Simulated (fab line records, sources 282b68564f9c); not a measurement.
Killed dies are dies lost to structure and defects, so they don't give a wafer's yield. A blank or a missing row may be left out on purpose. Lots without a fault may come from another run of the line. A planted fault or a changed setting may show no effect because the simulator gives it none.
A struck lot beside a sound one | flow rit_cmos | 21 steps out of a route of 202
Sound: wafers L562.1, L562.4, L562.6. Struck: wafers L565.1, L565.2, L565.5. The cause comes at the end.
At each step with rows: each side's tool, then ch and its chambers, then its first start. Under that, the readings that differ: sound wafers | struck wafers | difference of the means | sigmas: that difference in standard deviations of wafers without a fault.
alike: readings whose means differ by less than 2 such deviations, and words and numbers that are the same on both sides. not compared: withheld readings, readings that some wafer has no value for, bounds like >300 that may hide the same value, and numbers for which the record gives no deviation and whose values overlap.
The two part at a step that has a row with sigmas, a row that says differs or no value, or rows on one side only. Numbers that don't overlap but have no deviation are shown without sigmas and don't part them. A reading that every wafer of one side lacks parts them only if that side has two wafers or more.

RIT_PLDD_OVL_MEAS_06:
  sound on overlay-01, day 3 15:53; struck on overlay-01, day 4 05:02
  alike: PLDD_OVL
then, 2 steps without rows for these wafers: RIT_PLDD_HARDBAKE_07 (time 60 s); RIT_PLDD_IMPLANT_08.
RIT_PLDD_STRIP_09: strips in O2, time 180 s.
  sound on plasma_asher-02 ch 0,1, day 3 16:13; struck on plasma_asher-01 ch 0,1, day 4 05:23
  alike: drypump_motor_current_A
  not compared: rf_hours_counter_h
RIT_PLDD_TW_MEAS_10:
  sound on film_metro-02, day 3 16:24; struck on film_metro-03, day 4 05:33
  alike: PLDD_TW
then, 4 steps without rows for these wafers: RIT_SPACER_CLEAN_00 (cleans in SC1, time 600 s); RIT_SPACER_CLEAN_01 (cleans in dHF, time 30 s); RIT_SPACER_CLEAN_02 (cleans in SC2, time 600 s); RIT_SPACER_CVD_03 (deposits Si3N4 from SiH2Cl2/NH3, target thk 250 nm, time 3300 s).
RIT_SPACER_THK_MEAS_04:
  sound on film_metro-04, day 3 18:44; struck on film_metro-03, day 4 07:54
  alike: SPACER_NITRIDE_THK
RIT_SPACER_ETCHBACK_05: etches Si3N4 in SF6/CHF3, stops on SiO2, target depth 250 nm, time 240 s.
  sound on rie_diel-02 ch 0,1,3, day 3 18:48; struck on rie_diel-01 ch 1,2,3, day 4 07:58
  alike: drypump_motor_current_A, oes_product_au, throttle_valve_pct
  not compared: rf_hours_counter_h
then, 1 step without rows for these wafers: RIT_NSD_HMDS_00 (prime time 60 s).
RIT_NSD_COAT_01: resist thk 1000 nm.
  sound on litho_track-03 ch 0, day 3 19:06; struck on litho_track-02 ch 0, day 4 08:16
  reading                                  | sound                | struck               | difference | sigmas
  spin_speed_rpm (rpm)                     | 3250.7 3250.6 3254.0 | 3750.4 3750.7 3752.3 | +499.4     | +99 or more
  model.NOVOLAK_of_NSD_COAT_01.thk_nm (nm) | 999.1 998.5 996.6    | 927.9 929.6 928      | -69.6      |
  alike: chill_plate_temp_C
then, 4 steps without rows for these wafers: RIT_NSD_SOFTBAKE_02 (time 60 s); RIT_NSD_EXPOSE_03 (exposes mask M9, target cd 40700 nm); RIT_NSD_PEB_04; RIT_NSD_DEVELOP_05 (develop time 50 s).
RIT_NSD_OVL_MEAS_06:
  sound on overlay-01, day 3 19:55; struck on overlay-01, day 4 09:05
  alike: NSD_OVL
RIT_NSD_HARDBAKE_07: time 60 s.
  sound on litho_track-02 ch 0, day 3 19:58; struck on litho_track-03 ch 0, day 4 09:07
  reading                                  | sound           | struck            | difference | sigmas
  model.NOVOLAK_of_NSD_COAT_01.thk_nm (nm) | 883 882.4 880.7 | 820.7 822.2 820.8 | -60.8      |
  alike: chill_plate_temp_C
then, 1 step without rows for these wafers: RIT_NSD_IMPLANT_08.
RIT_M1_PROBE_99:
  the record has rows for the struck wafers here (prober-02, day 4 18:56) and none for the sound ones

WHERE THEY PART
First at RIT_NSD_COAT_01; last, within this record, at RIT_M1_PROBE_99.

WHY: what the simulator had put in
Process parameter drift: litho_track-02, from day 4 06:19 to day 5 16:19, at RIT_NSD_COAT_01. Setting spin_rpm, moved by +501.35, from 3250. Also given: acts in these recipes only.
